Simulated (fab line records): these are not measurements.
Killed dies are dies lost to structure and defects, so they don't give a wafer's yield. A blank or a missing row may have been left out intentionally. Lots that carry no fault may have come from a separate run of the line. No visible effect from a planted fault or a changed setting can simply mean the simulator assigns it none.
8D (eight disciplines) problem report, filled in by code | flow berkeley-cmos170 | the parts of the form that need people (team, actions taken, sign-off) are left out

== 1. WHAT IS WRONG ==
Across 6 wafers from 2 lots, V2_POLISHED_THK at UCB170_V2_THK_MEAS_04 averages 1075.4 nm, while fault-free wafers read 999.9 nm with a standard deviation of 1.1. Relative to the usual mean, that is a shift of +69 standard deviations.
First observed at day 9 22:01: wafer L850.1, on film-metro-02. Wafers with a number at this step in the record: 42, from 14 lots. Rule for "out" (also "out of limits"): further than 4 standard deviations from the usual mean. The rest of the wafers with a number are treated as sound.

== 2. WHAT IT IS AND WHAT IT IS NOT ==
question                    | is                     | is not
which readings at this step | V2_POLISHED_THK        | -
which lots                  | L850, L852             | L839, L843, L844, L845, L846, L847, L848, L849, L851, L853, L855, L859
which wafers of those lots  | all that have a number | -
read on which gauges        | film-metro-02          | film-metro-01, film-metro-04
when                        | from day 9 22:01       | up to then (24 sound wafers); but 12 sound wafers of L851, L853, L855, L859 came after

== 3. SUSPECTS, AND WHAT RULES EACH OUT ==
Counting: a tool stays on the suspect list if, at a process step up to the reading, it processed all lots that are out and no sound lot following the first of them.
- the gauge at UCB170_V2_THK_MEAS_04: kept. All the wafers that are out were read on film-metro-02, and no step on other tools shows them out.
- rie-metal-02 at UCB170_M2_METAL_ETCH_18 (etches Al in Cl2/BCl3, stops on SiO2, target depth 1170 nm, time 195 s): kept. It ran every lot that is out, first L850 (day 9 20:51), and no sound lot after that; its last sound lot up to then is L844 (day 8 08:11).
- cmp-02 at UCB170_V2_CMP_02 (polishes SiO2): kept. It ran every lot that is out, first L850 (day 9 21:36), and no sound lot after that; its last sound lot up to then is L849 (day 9 20:17).
rie-metal-02 at UCB170_M2_METAL_ETCH_18, cmp-02 at UCB170_V2_CMP_02 and film-metro-02 at UCB170_V2_THK_MEAS_04 are what is left after counting.

== 4. THE CAUSE (what the simulator had put in) ==
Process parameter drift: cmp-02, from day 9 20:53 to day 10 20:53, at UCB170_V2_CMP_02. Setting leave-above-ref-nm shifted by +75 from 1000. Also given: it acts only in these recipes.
3 suspects survive the count, and this tool is in that group.

== 5. SEQUENCE OF EFFECTS, ordered by route ==
Rows list readings where the struck wafers' mean (over those with a number) sits beyond 3 standard deviations from the usual. Scope: only readings with a usual standard deviation given in the record; hours: median across lots of the time from each lot's start at the first step in this table that gives one to its start at this step; sigmas: change in usual standard deviations.
hours | step                  | reading         | usual    | on struck wafers | change | sigmas
0     | UCB170_V2_THK_MEAS_04 | V2_POLISHED_THK | 999.9 nm | 1075.4           | +75.5  | +69

== 6. HOW IT WOULD HAVE BEEN CAUGHT EARLIER ==
In this record the first reading out of limits at a measuring or inspecting step was taken at day 9 22:01, 1 hour after the fault began at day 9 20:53.
Of the tool readings at UCB170_V2_CMP_02 for which the record gives a usual standard deviation, none was out on any struck wafer, so an alarm limit of 4 standard deviations on them would not have fired.
Among the 2 lots that are out, L852 began UCB170_V2_CMP_02 on cmp-02 after day 9 22:01. A tool hold placed at that time would have kept it from harm.
